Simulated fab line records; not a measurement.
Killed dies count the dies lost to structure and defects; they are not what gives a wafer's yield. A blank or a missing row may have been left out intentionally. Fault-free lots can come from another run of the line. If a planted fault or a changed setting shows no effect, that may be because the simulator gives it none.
The tool behind it: which one?	flow berkeley cmos170	7 lots, 21 wafers sampled, at 2 steps of a route of 331

== WHAT THE GAUGES READ, wafer by wafer ==
UCB170_CONTACT_CD_MEAS_15: the cd target is 700 nm.
lot	measured	on	cd nm (nm)
L701	day 7 08:25	cd sem-02	700.3 700.9 701.6
L706	day 7 21:10	cd sem-01	702.1 702.0 703.0
L705	day 8 00:28	cd sem-02	702.1 702.1 701.4
L707	day 8 10:51	cd sem-01	699.0 700.0 699.1
L714	day 9 11:38	cd sem-01	707.6 708.2 707.2
L717	day 10 06:27	cd sem-02	700.1 700.0 700.6
L724	day 11 20:44	cd sem-01	697.1 697.8 696.7

== WHAT TOOL EACH LOT RAN ON (gives the tool, then ch and the chambers of the sampled wafers, and finally the start) ==
lot	UCB170_CONTACT_PEB_13
L701	litho track-03 ch 0, day 7 08:09
L706	litho track-04 ch 0, day 7 20:53
L705	litho track-02 ch 0, day 8 00:00
L707	litho track-04 ch 0, day 8 10:35
L714	litho track-02 ch 0, day 9 11:23
L717	litho track-03 ch 0, day 10 06:11
L724	litho track-03 ch 0, day 11 20:28
- UCB170_CONTACT_PEB_13

== THE ANSWER, worked out from the rows above alone ==
Rule: the lots themselves supply what counts as usual. Put in order of their means at a reading, lots are off if they are a third of the lots or fewer, leave a main group of 4 or more, and stand apart from it by a gap of 3 or more times the standard deviation of the main group's means; of several such gaps the widest counts. A main group is skipped when, at the precision printed for the reading in the tables above, its means are all equal. A lot without any number at a reading at which 4 lots or more have one is off too. Any other lot the step has rows for is counted as sound.
Off: L714, at UCB170_CONTACT_CD_MEAS_15 (cd nm). The main group has a mean of 700.3 nm with a standard deviation of 1.7.
If a tool, at a process step before that reading, ran all the lots that are off and no sound lot after the first of them, it fits. Those tools and the gauges at UCB170_CONTACT_CD_MEAS_15 are tried in the same way. One fits: litho track-02 at UCB170_CONTACT_PEB_13. A fault onset in the window from L705 (day 8 00:00, its last sound lot) to L714 (day 9 11:23, its first lot off) fits.

== WHAT WAS PUT IN BY THE SIMULATOR ==
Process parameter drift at UCB170_CONTACT_PEB_13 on litho track-02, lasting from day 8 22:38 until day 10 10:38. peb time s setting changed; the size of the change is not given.
Shown lots that were struck: L714. The rule given above showed the same thing.
